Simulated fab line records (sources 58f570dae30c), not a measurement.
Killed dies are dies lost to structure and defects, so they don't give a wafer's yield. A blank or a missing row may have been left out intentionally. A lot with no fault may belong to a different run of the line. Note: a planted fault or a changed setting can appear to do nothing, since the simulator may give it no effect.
2 desks looking at one fault + flow berkeley-cmos170 + each desk holds nothing but its own numbers, with what lay behind them at the end

## THE METROLOGY DESK
Means of the sampled wafers that have a number, per lot and without regard to the tool the lot ran on: this is what the gauges read. The brackets show how far a lot's mean lies from the usual mean; more than 4 standard deviations puts the lot out of limits, marked OUT.
Columns: A = M1_AL_RS at UCB170_M1_RS_MEAS_01, usual 0.0482 ohm/sq; B = M1_AL_THK at UCB170_M1_THK_MEAS_02, usual 600 nm
| lot  | first seen here | A                | B             |
|------|-----------------|------------------|---------------|
| L336 | day 7 17:59     | 0.0482           | 603           |
| L338 | day 8 08:01     | 0.0480           | 599           |
| L339 | day 8 09:24     | 0.0486           | 593           |
| L340 | day 8 16:11     | 0.0476           | 607           |
| L341 | day 8 17:19     | 0.0496           | 581           |
| L344 | day 9 02:02     | 0.0481           | 605           |
| L342 | day 9 02:14     | 0.0916 (+71) OUT | 368 (-28) OUT |
| L343 | day 9 02:58     | 0.0480           | 606           |
| L346 | day 9 16:53     | 0.0901 (+69) OUT | 377 (-27) OUT |
| L349 | day 10 08:14    | 0.0483           | 599           |
| L351 | day 10 18:32    | 0.0478           | 606           |
| L350 | day 10 22:53    | 0.0477           | 604           |
| L355 | day 11 20:54    | 0.0479           | 602           |
| L356 | day 11 21:13    | 0.0482           | 601           |
This desk finds L342, L346 out of limits, with the earliest case on L342 at day 9 02:14 (M1_AL_RS at UCB170_M1_RS_MEAS_01). In limits: L336, L338, L339, L340, L341, L344, L343, L349, L351, L350, L355, L356.

## FOR THE TOOL OWNER'S DESK: pvd-sputter-02
The tool's own readings at UCB170_M1_SPUTTER_00 (material Al, target thk 600 nm, time 80 s): means of the sampled wafers that have a number, for each lot that ran on this tool. The brackets show how far a lot's mean lies from the usual mean; more than 4 standard deviations puts the lot out of limits, marked OUT.
Columns: A = chamber-pressure-pa at UCB170_M1_SPUTTER_00, usual 0.5000 Pa; B = throttle-valve-pct at UCB170_M1_SPUTTER_00, usual 30.3 %
| lot  | first seen here | A      | B    |
|------|-----------------|--------|------|
| L336 | day 7 17:52     | 0.5004 | 30.5 |
| L338 | day 8 07:56     | 0.5008 | 30.6 |
| L341 | day 8 17:14     | 0.5006 | 31.0 |
| L342 | day 9 02:10     | 0.4988 | 29.6 |
| L346 | day 9 16:49     | 0.4991 | 29.6 |
Result from this desk: across the 5 lots, nothing is out of limits.

## ALL TOGETHER
Metrology desk: alarm possible at day 9 02:14 on L342, L346.
The tool owner's desk saw nothing out of limits.
The tool owner's desk has L342, L346 on record, within its limits.
The lots listed all ran UCB170_M1_SPUTTER_00 on pvd-sputter-02.

## WHAT THE SIMULATOR PUT IN
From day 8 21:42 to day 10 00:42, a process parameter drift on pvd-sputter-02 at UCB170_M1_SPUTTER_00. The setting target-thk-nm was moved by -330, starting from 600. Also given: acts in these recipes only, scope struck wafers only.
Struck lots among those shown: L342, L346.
Time in hours between the start of the fault and the first out-of-limits reading at each desk: metrology desk, 5.
